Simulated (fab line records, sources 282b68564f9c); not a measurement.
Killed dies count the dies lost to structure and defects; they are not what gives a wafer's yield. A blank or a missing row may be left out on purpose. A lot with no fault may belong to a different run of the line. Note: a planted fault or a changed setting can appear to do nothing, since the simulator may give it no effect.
A lot that was struck, set against a sound lot    flow rit_cmos    13 out of 202 route steps
Sound: these wafers, L254.1, L254.4, L254.6. Wafers struck: L266.1, L266.2, L266.5. The cause is named last.
For every step that has rows: the tool of each side, followed by ch and its chambers, followed by its first start. Under that, the readings that differ: sound wafers    struck wafers    difference of the means    sigmas: that difference in standard deviations of wafers without a fault.
alike: readings whose means differ by less than 2 such deviations, and words and numbers that are the same on both sides. not compared: withheld readings, readings that some wafer has no value for, bounds like >300 that may hide the same value, and numbers for which the record gives no deviation and whose values overlap.
The two part at a step that has a row with sigmas, a row that says differs or no value, or rows on one side only. When numbers do not overlap yet have no deviation, they are printed without sigmas and do not part them. A reading that every wafer of one side lacks parts them only if that side has two wafers or more.

RIT_ACTIVE_BOW_MEAS_00:
  struck on film_metro-02, day 4 08:00; sound on film_metro-02, day 1 20:00
  alike: INCOMING_BOW
then, 1 step without rows for these wafers: RIT_ACTIVE_OXIDATION_01 (target thk 46.8 nm, ox time 3360 s).
RIT_ACTIVE_THK_MEAS_02:
  struck on film_metro-01, day 4 10:03; sound on film_metro-03, day 1 22:04
  alike: ACTIVE_OXIDE_THK
then, 1 step without rows for these wafers: RIT_ACTIVE_CVD_03 (deposits Si3N4 from SiH2Cl2/NH3, target thk 150 nm, time 1500 s).
RIT_ACTIVE_THK_MEAS_04:
  struck on film_metro-03, day 4 11:32; sound on film_metro-01, day 1 23:32
  alike: ACTIVE_NITRIDE_THK
then, 2 steps without rows for these wafers: RIT_ACTIVE_HMDS_05 (prime time 60 s); RIT_ACTIVE_COAT_06 (resist thk 1000 nm).
RIT_ACTIVE_SOFTBAKE_07: time 58.26 s.
  sound on litho_track-02 ch 0, day 1 23:54; struck on litho_track-04 ch 0, day 4 11:53
reading                                      sound              struck             difference  sigmas
heater_power_total_W (W)                     34.85 34.79 34.95  37.22 37.20 37.29  +2.37       +43
plate_temp_C (C)                             89.95 89.94 90.08  94.42 94.38 94.39  +4.41       +40
model.NOVOLAK_of_ACTIVE_COAT_06.thk_nm (nm)  999.9 999.2 997.3  993.3 988.8 990.5  -7.9        
then, 2 steps without rows for these wafers: RIT_ACTIVE_EXPOSE_08 (exposes mask M1, target cd 1400 nm); RIT_ACTIVE_PEB_09.
RIT_ACTIVE_DEVELOP_10: develop time 50 s.
  sound: litho_track-01 ch 0; struck: litho_track-01 ch 0
reading                                      sound             struck           difference  sigmas
model.NOVOLAK_of_ACTIVE_COAT_06.thk_nm (nm)  1000 999.4 997.5  993 988.4 990.2  -8          
RIT_ACTIVE_CD_MEAS_11 targets a cd of 1400 nm.
  struck on cd_sem-02, day 4 12:26; sound on cd_sem-01, day 2 00:27
reading     sound                 struck                difference  sigmas
cd_nm (nm)  1398.5 1397.0 1396.1  1404.3 1403.1 1401.6  +5.8        +3
RIT_M1_PROBE_99:
  struck on prober-02, day 6 09:42; sound on prober-01, day 4 01:40
reading             sound  struck  difference  sigmas
killed_at_M0_to_M3  0 1 0  0 0 0   +0          -3
  alike: killed_at_front_end, killed_dies, killed_open, killed_short

## WHERE THEY PART
Last at RIT_M1_PROBE_99 as far as this record goes, first at RIT_ACTIVE_SOFTBAKE_07.

WHY: what had been put in by the simulator
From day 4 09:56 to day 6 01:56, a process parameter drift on litho_track-04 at RIT_ACTIVE_SOFTBAKE_07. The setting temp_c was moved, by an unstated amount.
